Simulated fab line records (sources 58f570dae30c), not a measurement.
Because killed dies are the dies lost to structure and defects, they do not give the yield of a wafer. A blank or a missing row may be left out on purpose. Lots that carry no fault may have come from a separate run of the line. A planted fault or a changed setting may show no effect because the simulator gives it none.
Check of tool commonality || flow berkeley cmos170 || 14 lots, 42 wafers sampled

## REASON IT WAS OPENED
At UCB170_PWELL_TW_MEAS_17 the reading PWELL_TW is flagged on 2 of 14 lots. No-fault wafers: 378, standard deviation 3.3.
Rule: a lot gets a flag if all its wafers with a number sit over 4 standard deviations from that mean, or if no wafer of it has a number. The other lots count as sound.

{"lot": "L747", "measured": "day 3 09:00", "on": "film metro-02", "PWELL_TW, wafer by wafer": "376 378 376", "flag": ""}
{"lot": "L748", "measured": "day 3 09:15", "on": "film metro-01", "PWELL_TW, wafer by wafer": "383 380 383", "flag": ""}
{"lot": "L749", "measured": "day 3 19:10", "on": "film metro-04", "PWELL_TW, wafer by wafer": "372 373 374", "flag": ""}
{"lot": "L751", "measured": "day 4 04:37", "on": "film metro-02", "PWELL_TW, wafer by wafer": "379 380 376", "flag": ""}
{"lot": "L752", "measured": "day 4 15:48", "on": "film metro-01", "PWELL_TW, wafer by wafer": "382 382 384", "flag": ""}
{"lot": "L753", "measured": "day 4 16:09", "on": "film metro-02", "PWELL_TW, wafer by wafer": "377 378 378", "flag": ""}
{"lot": "L757", "measured": "day 5 22:56", "on": "film metro-02", "PWELL_TW, wafer by wafer": "382 380 381", "flag": ""}
{"lot": "L756", "measured": "day 5 23:11", "on": "film metro-01", "PWELL_TW, wafer by wafer": "380 381 382", "flag": ""}
{"lot": "L759", "measured": "day 6 02:24", "on": "film metro-04", "PWELL_TW, wafer by wafer": "374 372 373", "flag": ""}
{"lot": "L760", "measured": "day 6 02:40", "on": "film metro-01", "PWELL_TW, wafer by wafer": "362 362 360", "flag": "FLAGGED"}
{"lot": "L762", "measured": "day 6 23:40", "on": "film metro-01", "PWELL_TW, wafer by wafer": "382 383 379", "flag": ""}
{"lot": "L766", "measured": "day 7 00:05", "on": "film metro-01", "PWELL_TW, wafer by wafer": "381 383 383", "flag": ""}
{"lot": "L767", "measured": "day 7 00:13", "on": "film metro-02", "PWELL_TW, wafer by wafer": "357 357 359", "flag": "FLAGGED"}
{"lot": "L769", "measured": "day 7 08:53", "on": "film metro-04", "PWELL_TW, wafer by wafer": "376 374 377", "flag": ""}
The mean of the flagged lots' numbers is 360, -18 from the usual (-6 standard deviations).

## WHICH TOOL EACH LOT WENT THROUGH
The record keeps 1 process step preceding the reading, out of 331 steps on the route. Each cell gives the tool, then ch followed by the chambers the sampled wafers passed through, then the start.
{"lot": "L747", "flag": "", "UCB170_PWELL_IMPLANT_15": "implanter-03 ch 0, day 3 08:45"}
{"lot": "L748", "flag": "", "UCB170_PWELL_IMPLANT_15": "implanter-04 ch 0, day 3 09:01"}
{"lot": "L749", "flag": "", "UCB170_PWELL_IMPLANT_15": "implanter-02 ch 0, day 3 18:56"}
{"lot": "L751", "flag": "", "UCB170_PWELL_IMPLANT_15": "implanter-04 ch 0, day 4 04:22"}
{"lot": "L752", "flag": "", "UCB170_PWELL_IMPLANT_15": "implanter-03 ch 0, day 4 15:34"}
{"lot": "L753", "flag": "", "UCB170_PWELL_IMPLANT_15": "implanter-04 ch 0, day 4 15:54"}
{"lot": "L757", "flag": "", "UCB170_PWELL_IMPLANT_15": "implanter-04 ch 0, day 5 22:40"}
{"lot": "L756", "flag": "", "UCB170_PWELL_IMPLANT_15": "implanter-04 ch 0, day 5 22:58"}
{"lot": "L759", "flag": "", "UCB170_PWELL_IMPLANT_15": "implanter-02 ch 0, day 6 02:09"}
{"lot": "L760", "flag": "FLAGGED", "UCB170_PWELL_IMPLANT_15": "implanter-04 ch 0, day 6 02:25"}
{"lot": "L762", "flag": "", "UCB170_PWELL_IMPLANT_15": "implanter-03 ch 0, day 6 23:26"}
{"lot": "L766", "flag": "", "UCB170_PWELL_IMPLANT_15": "implanter-02 ch 0, day 6 23:51"}
{"lot": "L767", "flag": "FLAGGED", "UCB170_PWELL_IMPLANT_15": "implanter-04 ch 0, day 6 23:59"}
{"lot": "L769", "flag": "", "UCB170_PWELL_IMPLANT_15": "implanter-03 ch 0, day 7 08:38"}
What these steps do:
- UCB170_PWELL_IMPLANT_15
- UCB170_PWELL_TW_MEAS_17

## FLAGGED AGAINST TOTAL, ONE TOOL AT A TIME (gauges that did the reading follow at the end)
{"step": "UCB170_PWELL_IMPLANT_15", "tool": "implanter-02", "lots run": 3, "flagged": 0, "share of the flagged lots": "none", "sound lots run after its first flagged lot": "-"}
{"step": "UCB170_PWELL_IMPLANT_15", "tool": "implanter-03", "lots run": 4, "flagged": 0, "share of the flagged lots": "none", "sound lots run after its first flagged lot": "-"}
{"step": "UCB170_PWELL_IMPLANT_15", "tool": "implanter-04", "lots run": 7, "flagged": 2, "share of the flagged lots": "all", "sound lots run after its first flagged lot": 0}
{"step": "UCB170_PWELL_TW_MEAS_17", "tool": "film metro-01", "lots run": 6, "flagged": 1, "share of the flagged lots": "some", "sound lots run after its first flagged lot": "2 (L762,L766)"}
{"step": "UCB170_PWELL_TW_MEAS_17", "tool": "film metro-02", "lots run": 5, "flagged": 1, "share of the flagged lots": "some", "sound lots run after its first flagged lot": 0}
{"step": "UCB170_PWELL_TW_MEAS_17", "tool": "film metro-04", "lots run": 3, "flagged": 0, "share of the flagged lots": "none", "sound lots run after its first flagged lot": "-"}

## WHAT IS ALLOWED BY THE TABLE
In the table, 1 row covers all flagged lots: implanter-04 at UCB170_PWELL_IMPLANT_15.
- implanter-04 at UCB170_PWELL_IMPLANT_15 ran 7 lots, 2 of them flagged. Its last sound lot is L756 (day 5 22:58), its first flagged lot L760 (day 6 02:25): a fault that began between those two fits. Its own readings (dose ions cm2, faraday current uA) fall more than 4 standard deviations out on all wafers of the flagged lots.
Just one tool remains: implanter-04 at UCB170_PWELL_IMPLANT_15.

## WHAT THE SIMULATOR HAD PUT IN
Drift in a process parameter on implanter-04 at UCB170_PWELL_IMPLANT_15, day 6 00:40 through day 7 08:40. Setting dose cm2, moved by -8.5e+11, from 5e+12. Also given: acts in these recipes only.
Lots struck among those shown: L760, L767. The rule above found the same.
